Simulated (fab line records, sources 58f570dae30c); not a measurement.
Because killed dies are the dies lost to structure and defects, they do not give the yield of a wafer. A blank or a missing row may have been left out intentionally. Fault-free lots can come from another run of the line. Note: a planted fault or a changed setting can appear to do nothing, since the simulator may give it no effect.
One fault through the eyes of 2 desks / flow berkeley cmos170 / each desk has only its own numbers; what lay behind them comes last

== AT THE METROLOGY DESK ==
Lot by lot, what the gauges showed, no matter which tool ran the lot: averages of those sampled wafers that carry a number. A lot is out of limits, marked OUT, if its mean lies more than 4 standard deviations from the usual mean; the brackets give that distance.
Columns: A = CONTACT_PSG_THK at UCB170_CONTACT_THK_MEAS_02, usual 699 nm
lot=L961; first seen here=day 7 07:51; A=701
lot=L962; first seen here=day 7 15:37; A=702
lot=L964; first seen here=day 7 16:23; A=687
lot=L963; first seen here=day 7 17:23; A=695
lot=L966; first seen here=day 8 02:07; A=700
lot=L967; first seen here=day 8 03:54; A=696
lot=L968; first seen here=day 8 16:45; A=706
lot=L970; first seen here=day 8 16:45; A=690
lot=L971; first seen here=day 8 18:37; A=692
lot=L972; first seen here=day 9 02:57; A=711
lot=L976; first seen here=day 9 17:50; A=976 (+43) OUT
lot=L975; first seen here=day 9 17:50; A=983 (+44) OUT
lot=L980; first seen here=day 11 03:50; A=696
lot=L983; first seen here=day 11 13:33; A=700
This desk finds L975, L976 out of limits, with the earliest case on L976 at day 9 17:50 (CONTACT_PSG_THK at UCB170_CONTACT_THK_MEAS_02). L961, L962, L964, L963, L966, L967, L968, L970, L971, L972, L980, L983: within limits.

== TOOL OWNER'S DESK, lpcvd-02 ==
The tool's own readings at UCB170_CONTACT_CVD_01 (deposits PSG from SiH4/O2/PH3, target thk 700 nm, time 2820 s): means of the sampled wafers that have a number, for each lot that ran on this tool. A lot is out of limits, marked OUT, if its mean lies more than 4 standard deviations from the usual mean; the brackets give that distance.
Columns: A = o2 flow sccm at UCB170_CONTACT_CVD_01, usual 90.02 sccm; B = pressure mtorr at UCB170_CONTACT_CVD_01, usual 300.0 mTorr; C = spike tc load C at UCB170_CONTACT_CVD_01, usual 468.9 C
lot=L961; first seen here=day 7 06:04; A=89.83; B=299.4; C=469.2
lot=L962; first seen here=day 7 13:49; A=90.05; B=299.7; C=467.8
lot=L963; first seen here=day 7 15:36; A=89.99; B=300.2; C=468.2
lot=L966; first seen here=day 8 00:19; A=89.91; B=299.6; C=468.2
lot=L967; first seen here=day 8 02:07; A=90.02; B=299.7; C=468.3
lot=L968; first seen here=day 8 14:58; A=90.02; B=300.6; C=468.5
lot=L970; first seen here=day 8 14:58; A=89.92; B=300.7; C=469.3
lot=L972; first seen here=day 9 01:10; A=89.80; B=299.8; C=469.3
lot=L975; first seen here=day 9 16:03; A=89.92; B=300.0; C=467.9
lot=L976; first seen here=day 9 16:03; A=90.10; B=299.8; C=469.0
Result from this desk: across the 10 lots, nothing is out of limits.

== PUT TOGETHER ==
Metrology desk: alarm possible at day 9 17:50 on L975, L976.
Nothing out of limits was seen by the tool owner's desk.
On record at the tool owner's desk: L975, L976, within its limits.
Of the lots named, all ran UCB170_CONTACT_CVD_01 on lpcvd-02.

== WHAT THE SIMULATOR HAD INSERTED ==
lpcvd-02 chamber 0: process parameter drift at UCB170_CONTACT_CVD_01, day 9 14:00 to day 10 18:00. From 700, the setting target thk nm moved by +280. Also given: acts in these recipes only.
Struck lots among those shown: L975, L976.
Per desk, hours elapsed from the start of the fault to the first reading out of limits: for the metrology desk, 4.
